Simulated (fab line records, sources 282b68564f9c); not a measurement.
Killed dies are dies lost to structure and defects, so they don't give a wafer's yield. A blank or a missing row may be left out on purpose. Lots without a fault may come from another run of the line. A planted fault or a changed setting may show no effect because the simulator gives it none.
Split-lot experiment | flow rit_cmos | 5 lots, 27 wafers read, on a route of 202 steps

THE SPLIT
At RIT_M1_DEVELOP_08 (develop time 68 s), the setting develop_time_s was moved away from the recipe's 68 s on 9 of the 27 wafers read, by -44.3% to +43.8%. The other wafers ran this setting at the recipe's value.

FROM THE SPLIT TO THE READING: what the file shows between them, 5 steps
- RIT_M1_CD_MEAS_09: target cd 2600 nm
- RIT_M1_HARDBAKE_11: time 120 s
- RIT_M1_METAL_ETCH_12: etches Al in Cl2/BCl3, stops on SiO2, time 165 s, target depth 600 nm
- RIT_M1_STRIP_13: strips in nmp, time 600 s
- RIT_M1_STRIP_14: strips in O2, time 180 s

THE READING
cd_nm, in nm, at RIT_M1_CD_MEAS_90 (target cd 2600 nm). Fault-free wafers of this fab line usually give 2601 nm, standard deviation 3 nm.

wafer  | tool, chamber at the split | develop_time_s as run, s | against the recipe | cd_nm, nm | against lot-mates on the recipe
L078.1 | litho_track-02, 0          | 68                       | recipe             | 2601      | -
L078.2 | litho_track-02, 0          | 37.85                    | -44.3%             | 2662      | +59
L078.3 | litho_track-02, 0          | 37.85                    | -44.3%             | 2660      | +57
L078.4 | litho_track-02, 0          | 68                       | recipe             | 2604      | -
L078.5 | litho_track-02, 0          | 68                       | recipe             | 2604      | -
L078.6 | litho_track-02, 0          | 37.85                    | -44.3%             | 2661      | +58
L080.1 | litho_track-02, 0          | 68                       | recipe             | 2603      | -
L080.2 | litho_track-02, 0          | 68                       | recipe             | 2601      | -
L080.3 | litho_track-02, 0          | 68                       | recipe             | 2601      | -
L080.4 | litho_track-02, 0          | 68                       | recipe             | 2600      | -
L080.5 | litho_track-02, 0          | 68                       | recipe             | 2603      | -
L080.6 | litho_track-02, 0          | 68                       | recipe             | 2600      | -
L082.3 | litho_track-04, 0          | 68                       | recipe             | 2602      | -
L082.4 | litho_track-04, 0          | 68                       | recipe             | 2601      | -
L082.6 | litho_track-04, 0          | 68                       | recipe             | 2599      | -
L084.1 | litho_track-02, 0          | 47.11                    | -30.7%             | 2638      | +33
L084.2 | litho_track-02, 0          | 47.11                    | -30.7%             | 2641      | +36
L084.3 | litho_track-02, 0          | 47.11                    | -30.7%             | 2637      | +32
L084.4 | litho_track-02, 0          | 68                       | recipe             | 2607      | -
L084.5 | litho_track-02, 0          | 68                       | recipe             | 2605      | -
L084.6 | litho_track-02, 0          | 68                       | recipe             | 2604      | -
L085.1 | litho_track-02, 0          | 68                       | recipe             | 2599      | -
L085.2 | litho_track-02, 0          | 68                       | recipe             | 2601      | -
L085.3 | litho_track-02, 0          | 97.75                    | +43.8%             | 2568      | -33
L085.4 | litho_track-02, 0          | 97.75                    | +43.8%             | 2569      | -32
L085.5 | litho_track-02, 0          | 97.75                    | +43.8%             | 2569      | -32
L085.6 | litho_track-02, 0          | 68                       | recipe             | 2604      | -

THE FIT
A straight line over all 27 wafers: cd_nm changes by -1.06 nm for each +1% of develop_time_s; r = -0.98; the points scatter about the line by 5.6 nm.
The same after taking each lot's own level away (the mean of its wafers on the recipe; 27 wafers): -1.02 nm for each +1%; r = -0.98; scatter 5.4 nm.
On that fit, the largest move of develop_time_s shifts the reading by 45 nm.
The lots' own levels span 2600.7 to 2605.3 nm, that is 1.6 times the standard deviation above.
So the lot-to-lot level changes the slope little: the two slopes agree.
Check: with one of the wafers moved furthest among these (-44.3%) left out of the fit, the line predicts +46.3 nm for it against its lot-mates. It came out at +59 nm against them.

OTHER SPLITS ON THESE WAFERS
These wafers also went through other splits before the reading. Each is held against what the fit with the lots' levels taken away leaves over:
other split on the same wafers        | wafers away from the commonest value | r with cd_nm (lot level and that fit taken away)
RIT_ACTIVE_OXIDATION_01 ox_time_s     | 21                                   | -0.38
RIT_ACTIVE_ETCH_13 time_s             | 12                                   | -0.37
RIT_SPACER_ETCHBACK_05 target_depth_a | 12                                   | -0.17
RIT_CONTACT_CVD_00 time_s             | 9                                    | -0.23

THE WHOLE CHAIN: every reading that the file lists as answering this split, in the file's order
step                 | what it does                                                          | reading                                                   | change (the file's fit)              | r (the file's)
RIT_M1_CD_MEAS_09    | target cd 2600 nm                                                     | cd_nm                                                     | -1.06 nm for each +1% of the setting | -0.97
RIT_M1_METAL_ETCH_12 | etches Al in Cl2/BCl3, stops on SiO2, time 165 s, target depth 600 nm | M1.cd_nm (the simulator's own value, which no gauge read) | -1.04 nm for each +1% of the setting | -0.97
RIT_M1_CD_MEAS_90    | target cd 2600 nm                                                     | cd_nm                                                     | -1.04 nm for each +1% of the setting | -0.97

THE FILE'S OWN FIT
cd_nm changes by -1.04 nm for each +1% of develop_time_s, r = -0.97.
